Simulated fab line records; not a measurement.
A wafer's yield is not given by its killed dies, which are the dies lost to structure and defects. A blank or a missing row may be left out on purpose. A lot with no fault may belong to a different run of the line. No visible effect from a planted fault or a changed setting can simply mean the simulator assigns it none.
A struck lot beside a sound one    flow berkeleyCmos170    14 steps out of a route of 331
Sound: these wafers, L994.1, L994.2, L994.6. The struck wafers were L999.1, L999.3, L999.6. Last of all comes the cause.
At each step with rows: each side's tool, then ch and its chambers, then its first start. Under that, the readings that differ: sound wafers    struck wafers    difference of the means    sigmas: that difference in standard deviations of wafers without a fault.
alike: a reading whose means differ by less than 2 such deviations, as well as words and numbers matching on both sides. not compared: withheld readings; readings where some wafer has no value; bounds like >300 that might hide an equal value; numbers whose values overlap and for which the record gives no deviation.
The two part at a step that has a row with sigmas, a row that says differs or no value, or rows on one side only. Non-overlapping numbers with no deviation appear without sigmas and do not part them. A reading that every wafer of one side lacks parts them only if that side has two wafers or more.

UCB170_PFIELD_TW_MEAS_09:
  sound on filmMetro-01, day 5 01:14; struck on filmMetro-03, day 5 16:36
reading    sound        struck       difference  sigmas
PFIELD_TW  586 589 588  614 611 612  +25         +3
then, 2 steps without rows for these wafers: UCB170_FIELD_CLEAN_00 (cleans in dHF, time 7.5 s); UCB170_FIELD_OXIDATION_01 (target thk 558.3 nm, ox time 7200 s).
UCB170_FIELD_THK_MEAS_02:
  sound on filmMetro-04, day 5 06:39; struck on filmMetro-01, day 5 21:31
  alike: FIELD_OXIDE_THK
then, 4 steps without rows for these wafers: UCB170_FIELD_ANNEAL_03 (time 1200 s); UCB170_FIELD_WET_ETCH_04 (etches SiO2 in dHF, time 60 s); UCB170_FIELD_WET_ETCH_05 (etches Si3N4 in H3PO4, time 12600 s); UCB170_FIELD_WET_ETCH_06 (etches SiO2 in BOE, time 22 s).
UCB170_FIELD_THK_MEAS_90:
  sound on filmMetro-04, day 5 14:28; struck on filmMetro-02, day 6 04:41
  alike: FIELD_OXIDE_LEFT_1_THK
then, 2 steps without rows for these wafers: UCB170_SACOX_CLEAN_00 (cleans in dHF, time 7.5 s); UCB170_SACOX_OXIDATION_01 (target thk 14.4 nm, ox time 2400 s).
UCB170_SACOX_THK_MEAS_02:
  sound on filmMetro-01, day 5 18:04; struck on filmMetro-03, day 6 06:26
  alike: SACOX_OXIDE_THK
UCB170_SCREENOX_WET_ETCH_00: etches SiO2 in dHF, time 200 s.
  sound on wetBench-01 ch 2, day 5 18:19; struck on wetBench-03 ch 0, day 6 06:30
  no value came back on the struck wafers for bathHeatDutyPct (%), runLengthS (s); on the sound wafers bathHeatDutyPct (%) reads 6.9 5.4 6.4
reading                                      sound  struck             difference  sigmas
model.SiO2_of_SACOX_OXIDATION_01.thkNm (nm)  0 0 0  14.35 14.31 14.42  +14.36      
then, 1 step without rows for these wafers: UCB170_SCREENOX_OXIDATION_01 (target thk 14.4 nm, ox time 2400 s).

== WHERE THEY PART ==
Earliest at UCB170_PFIELD_TW_MEAS_09; latest, in this record, at UCB170_SCREENOX_WET_ETCH_00.

WHY: what the simulator had put in
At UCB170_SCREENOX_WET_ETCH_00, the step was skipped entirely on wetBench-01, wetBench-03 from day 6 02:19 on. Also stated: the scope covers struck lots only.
